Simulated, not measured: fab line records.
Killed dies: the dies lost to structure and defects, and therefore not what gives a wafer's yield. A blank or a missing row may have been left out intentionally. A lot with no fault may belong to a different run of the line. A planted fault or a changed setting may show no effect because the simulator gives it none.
A struck lot beside a sound one    flow rit-cmos    44 out of 202 route steps
Sound: wafers L988.1, L988.3, L988.4. Struck: wafers L995.4, L995.5, L995.6. Last of all comes the cause.
At each step with rows: each side's tool, then ch and its chambers, then its first start. Under that, the readings that differ: sound wafers    struck wafers    difference of the means    sigmas: that difference in standard deviations of wafers without a fault.
alike: a reading whose means differ by less than 2 such deviations, as well as words and numbers matching on both sides. not compared: withheld readings; readings where some wafer has no value; bounds like >300 that might hide an equal value; numbers whose values overlap and for which the record gives no deviation.
Wherever a step has rows on one side only, a row that says differs or no value, or a row with sigmas, the two part there. When numbers do not overlap yet have no deviation, they are printed without sigmas and do not part them. Lack of a reading on every wafer of one side parts them only where that side has two or more wafers.

first, 3 steps without rows for these wafers: RIT_GATE_EXPOSE_13 (exposes mask M6, target cd 150 nm); RIT_GATE_PEB_14; RIT_GATE_DEVELOP_15 (develop time 50 s).
RIT_GATE_CD_MEAS_16: the cd target is 150 nm.
  struck on cd-sem-01, day 4 12:22; sound on cd-sem-02, day 2 18:10
  alike: cd-nm
RIT_GATE_OVL_MEAS_17:
  struck on overlay-02, day 4 12:26; sound on overlay-02, day 2 18:17
reading        sound          struck       difference  sigmas
GATE_OVL (nm)  0.3 -0.4 -1.3  3.8 1.8 1.2  +2.7        +2
then, 1 step without rows for these wafers: RIT_GATE_HARDBAKE_18 (time 60 s).
RIT_GATE_ETCH_19: etches poly-Si in SF6/CHF3/O2, stops on SiO2, time 165 s, target depth 312.5 nm.
  sound on rie-si-01 ch 1,2, day 2 18:31; struck on rie-si-02 ch 0,1,3, day 4 12:37
  alike: SF6_flow_sccm, drypump-motor-current-A, oes-product-au, throttle-valve-pct
  not compared: rf-hours-counter-h
RIT_GATE_STRIP_20: strips in O2, time 180 s.
  sound on plasma-asher-03 ch 0,1, day 2 18:37; struck on plasma-asher-04 ch 0,1, day 4 12:46
  alike: drypump-motor-current-A
  not compared: rf-hours-counter-h
RIT_GATE_CD_MEAS_90: the cd target is 150 nm.
  struck on cd-sem-02, day 4 12:57; sound on cd-sem-02, day 2 18:48
  alike: cd-nm
then, 3 steps without rows for these wafers: RIT_REOX_CLEAN_00 (cleans in SC1, time 600 s); RIT_REOX_CLEAN_01 (cleans in dHF, time 30 s); RIT_REOX_CLEAN_02 (cleans in SC2, time 600 s).
RIT_REOX_OXIDATION_03: target thk 25.2 nm, ox time 5580 s.
  sound on furnace-03 ch 0, day 2 21:04; struck on furnace-01 ch 0, day 4 15:45
reading                                      sound              struck             difference  sigmas
model.SiO2_of_REOX_OXIDATION_03.thk-nm (nm)  25.4 25.63 25.42   14.29 14.73 14.49  -10.98      
model.poly-Si_of_GATE_CVD_08.thk-nm (nm)     231.1 230.6 229.7  239.8 239.5 238    +8.6        
RIT_REOX_THK_MEAS_04:
  struck on film-metro-01, day 4 18:20; sound on film-metro-02, day 2 23:37
reading              sound           struck          difference  sigmas
REOX_OXIDE_THK (nm)  25.4 25.6 25.4  14.3 14.7 14.5  -11.0       -24
then, 6 steps without rows for these wafers: RIT_NLDD_HMDS_00 (prime time 60 s); RIT_NLDD_COAT_01 (resist thk 1000 nm); RIT_NLDD_SOFTBAKE_02 (time 60 s); RIT_NLDD_EXPOSE_03 (exposes mask M7, target cd 40700 nm); RIT_NLDD_PEB_04; RIT_NLDD_DEVELOP_05 (develop time 50 s).
RIT_NLDD_OVL_MEAS_06:
  struck on overlay-02, day 4 19:26; sound on overlay-01, day 3 00:31
  alike: NLDD_OVL
then, 2 steps without rows for these wafers: RIT_NLDD_HARDBAKE_07 (time 60 s); RIT_NLDD_IMPLANT_08.
RIT_NLDD_STRIP_09: strips in O2, time 180 s.
  sound on plasma-asher-03 ch 0,1, day 3 00:51; struck on plasma-asher-03 ch 0,1, day 4 19:49
  alike: drypump-motor-current-A
  not compared: rf-hours-counter-h
RIT_NLDD_TW_MEAS_10:
  struck on film-metro-02, day 4 19:58; sound on film-metro-01, day 3 01:02
  alike: NLDD_TW
then, 6 steps without rows for these wafers: RIT_PLDD_HMDS_00 (prime time 60 s); RIT_PLDD_COAT_01 (resist thk 1000 nm); RIT_PLDD_SOFTBAKE_02 (time 60 s); RIT_PLDD_EXPOSE_03 (exposes mask M8, target cd 40900 nm); RIT_PLDD_PEB_04; RIT_PLDD_DEVELOP_05 (develop time 50 s).
RIT_PLDD_OVL_MEAS_06:
  struck on overlay-01, day 4 21:06; sound on overlay-01, day 3 01:56
  alike: PLDD_OVL
then, 2 steps without rows for these wafers: RIT_PLDD_HARDBAKE_07 (time 60 s); RIT_PLDD_IMPLANT_08.
RIT_PLDD_STRIP_09: strips in O2, time 180 s.
  sound on plasma-asher-01 ch 0,1, day 3 02:16; struck on plasma-asher-04 ch 0,1, day 4 21:29
  alike: drypump-motor-current-A
  not compared: rf-hours-counter-h
RIT_PLDD_TW_MEAS_10:
  struck on film-metro-02, day 4 21:38; sound on film-metro-02, day 3 02:27
  alike: PLDD_TW
RIT_SPACER_CLEAN_00: cleans in SC1, time 600 s.
  sound on wet-bench-04 ch 2, day 3 02:31; struck on wet-bench-04 ch 0, day 4 21:40
reading                                      sound              struck             difference  sigmas
model.SiO2_of_REOX_OXIDATION_03.thk-nm (nm)  23.41 23.63 23.43  13.19 13.59 13.37  -10.11      
then, 3 steps without rows for these wafers: RIT_SPACER_CLEAN_01 (cleans in dHF, time 29.54 s); RIT_SPACER_CLEAN_02 (cleans in SC2, time 600 s); RIT_SPACER_CVD_03 (deposits Si3N4 from SiH2Cl2/NH3, target thk 250 nm, time 3300 s).
RIT_SPACER_THK_MEAS_04:
  struck on film-metro-02, day 5 02:23; sound on film-metro-03, day 3 04:47
  alike: SPACER_NITRIDE_THK
RIT_SPACER_ETCHBACK_05: etches Si3N4 in SF6/CHF3, stops on SiO2, target depth 250 nm, time 240 s.
  sound on rie-diel-04 ch 0,1,3, day 3 04:51; struck on rie-diel-01 ch 0,1, day 5 02:25
  alike: SF6_flow_sccm, drypump-motor-current-A, oes-product-au, throttle-valve-pct
  not compared: rf-hours-counter-h
RIT_SDANNEAL_CLEAN_02: cleans in SC2, time 600 s.
  sound on wet-bench-04 ch 3, day 3 08:11; struck on wet-bench-04 ch 1, day 5 05:44
reading                                   sound            struck             difference  sigmas
model.poly-Si_of_GATE_CVD_08.thk-nm (nm)  161.9 160 160.3  168.8 169.9 168.3  +8.3        
next, for these wafers, 1 step has no rows: RIT_M1_PROBE_99.

## WHERE THEY PART
At RIT_GATE_OVL_MEAS_17 first; at RIT_REOX_THK_MEAS_04 last (within this record only). Later steps at which nothing parts them and some readings are alike: RIT_NLDD_OVL_MEAS_06, RIT_NLDD_STRIP_09, RIT_NLDD_TW_MEAS_10, RIT_PLDD_OVL_MEAS_06, RIT_PLDD_STRIP_09, RIT_PLDD_TW_MEAS_10, RIT_SPACER_THK_MEAS_04, RIT_SPACER_ETCHBACK_05.

WHY: the cause the simulator had injected
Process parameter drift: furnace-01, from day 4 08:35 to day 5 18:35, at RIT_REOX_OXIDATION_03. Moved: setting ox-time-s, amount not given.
